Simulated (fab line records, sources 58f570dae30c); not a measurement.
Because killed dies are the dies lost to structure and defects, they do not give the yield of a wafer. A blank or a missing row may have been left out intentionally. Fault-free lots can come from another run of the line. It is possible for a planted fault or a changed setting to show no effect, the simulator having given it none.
Chamber matching    flow berkeley_cmos170    UCB170_M2_ETCH_17 on rie_diel-04: 4 sister chambers
The step etches BARC in N2/H2. 7 wafers are shown with their chamber, then 7 later ones without.

WAFERS WITH THEIR CHAMBER
wafer   chamber  throttle_valve_pct (%)  oes_product_au (a.u.)
L798.1  2        13.49                   1.016
L798.3  1        13.34                   1.007
L799.1  0        13.13                   1.009
L801.4  3        13.42                   0.968
L801.6  0        13.15                   1.012
L802.1  2        13.49                   1.006
L802.3  3        13.44                   0.961

WAFERS WITH NO CHAMBER GIVEN
wafer   throttle_valve_pct (%)  oes_product_au (a.u.)
L802.4  13.47                   1.012
L813.3  13.31                   0.975
L813.4  13.14                   1.006
L813.6  13.30                   0.973
L817.1  13.50                   1.013
L817.4  13.49                   1.009
L817.5  13.42                   0.970

WHICH CHAMBER EACH ONE RAN IN
wafer   from the rows above  in truth
L802.4  2                    2
L813.3  1                    1
L813.4  0                    0
L813.6  1                    1
L817.1  2                    2
L817.4  2                    2
L817.5  3                    3
7 of 7 placed correctly. From these rows, 0 cannot be placed. 0 placed wrongly.
How it was worked out, from the rows above alone: a wafer's distance from a chamber is the root of the sum, over the readings, of the square of ((its reading less the chamber's mean) divided by the reading's scatter). If the next closest chamber is less than 2 further off than the closest, the wafer can't be placed; otherwise it belongs to the closest. A chamber's mean is the mean of its shown wafers. The scatter is the square root of a quotient: the sum, over the shown wafers, of each reading's squared deviation from its chamber's mean, divided by wafers minus chambers.
